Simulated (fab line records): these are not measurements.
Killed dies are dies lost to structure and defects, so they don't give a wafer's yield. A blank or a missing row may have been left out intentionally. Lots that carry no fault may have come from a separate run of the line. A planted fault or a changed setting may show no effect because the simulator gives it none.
Commonality check across tools | flow rit cmos | Lots sampled 15, wafers sampled 45

WHAT PROMPTED THE OPENING
Of 15 lots, 3 have the reading FOX2_OXIDE_THK flagged at RIT_FOX2_THK_MEAS_01. Fault-free wafers read 358 nm, with a standard deviation of 6.3.
Rule: flag the lot when none of its wafers has a number, or when each of its wafers that has one lies beyond 4 standard deviations from that mean. All remaining lots are regarded as sound.

lot  | measured    | on            | FOX2_OXIDE_THK (nm), wafer by wafer | flag
L344 | day 1 18:29 | film metro-01 | 358 352 358                         |
L345 | day 1 23:44 | film metro-01 | 357 358 355                         |
L346 | day 2 06:02 | film metro-01 | 363 362 361                         |
L347 | day 2 09:44 | film metro-04 | 359 358 359                         |
L348 | day 2 14:37 | film metro-01 | 356 357 364                         |
L349 | day 2 19:30 | film metro-02 | 356 357 356                         |
L352 | day 3 10:43 | film metro-04 | 371 361 359                         |
L353 | day 3 15:28 | film metro-01 | 370 371 375                         |
L356 | day 4 07:34 | film metro-01 | 368 368 360                         |
L357 | day 4 13:57 | film metro-01 | 543 536 547                         | FLAGGED
L358 | day 4 19:22 | film metro-04 | 546 545 538                         | FLAGGED
L360 | day 5 09:56 | film metro-01 | 530 523 524                         | FLAGGED
L364 | day 6 00:21 | film metro-04 | 352 354 354                         |
L365 | day 6 04:53 | film metro-02 | 348 350 349                         |
L366 | day 6 08:36 | film metro-02 | 355 352 352                         |
The mean of the flagged lots' numbers is 537 nm, +179 nm from the usual (+28 standard deviations).

WHICH TOOL EACH LOT WENT THROUGH
The record holds 1 process step before the reading, out of a route of 202 steps. Read each cell as the tool, then ch plus the chambers that the sampled wafers visited, then the start.
lot  | flag    | RIT_FOX2_OXIDATION_00
L344 |         | furnace-02 ch 0, day 1 17:11
L345 |         | furnace-02 ch 0, day 1 22:25
L346 |         | furnace-04 ch 0, day 2 04:44
L347 |         | furnace-02 ch 0, day 2 08:25
L348 |         | furnace-02 ch 0, day 2 13:18
L349 |         | furnace-02 ch 0, day 2 18:11
L352 |         | furnace-02 ch 0, day 3 09:23
L353 |         | furnace-02 ch 0, day 3 14:09
L356 |         | furnace-02 ch 0, day 4 06:16
L357 | FLAGGED | furnace-01 ch 0, day 4 10:43 and furnace-02 ch 0, day 4 12:38
L358 | FLAGGED | furnace-02 ch 0, day 4 15:37
L360 | FLAGGED | furnace-02 ch 0, day 5 05:18
L364 |         | furnace-04 ch 0, day 5 23:02
L365 |         | furnace-04 ch 0, day 6 03:32
L366 |         | furnace-04 ch 0, day 6 07:16
These steps, and what they do:
- RIT_FOX2_OXIDATION_00: target thk 350.7 nm, ox time 1130 s.
- RIT_FOX2_THK_MEAS_01

FLAGGED AGAINST TOTAL, ONE TOOL AT A TIME (gauges that did the reading follow at the end)
step                  | tool          | lots run | flagged | share of the flagged lots | sound lots run after its first flagged lot
RIT_FOX2_OXIDATION_00 | furnace-01    | 1        | 1       | some                      | 0
RIT_FOX2_OXIDATION_00 | furnace-02    | 11       | 3       | all                       | 0
RIT_FOX2_OXIDATION_00 | furnace-04    | 4        | 0       | none                      | -
RIT_FOX2_THK_MEAS_01  | film metro-01 | 8        | 2       | some                      | 0
RIT_FOX2_THK_MEAS_01  | film metro-02 | 3        | 0       | none                      | -
RIT_FOX2_THK_MEAS_01  | film metro-04 | 4        | 1       | some                      | 1 (L364)

WHAT IS ALLOWED BY THE TABLE
1 row of the table ran every flagged lot: furnace-02 at RIT_FOX2_OXIDATION_00.
- furnace-02 at RIT_FOX2_OXIDATION_00: 3 of its 11 lots flagged. Last sound lot L356 at day 4 06:16, first flagged lot L357 at day 4 12:38; a fault beginning in between fits.
One tool is left: furnace-02 at RIT_FOX2_OXIDATION_00.

WHAT THE SIMULATOR PUT IN
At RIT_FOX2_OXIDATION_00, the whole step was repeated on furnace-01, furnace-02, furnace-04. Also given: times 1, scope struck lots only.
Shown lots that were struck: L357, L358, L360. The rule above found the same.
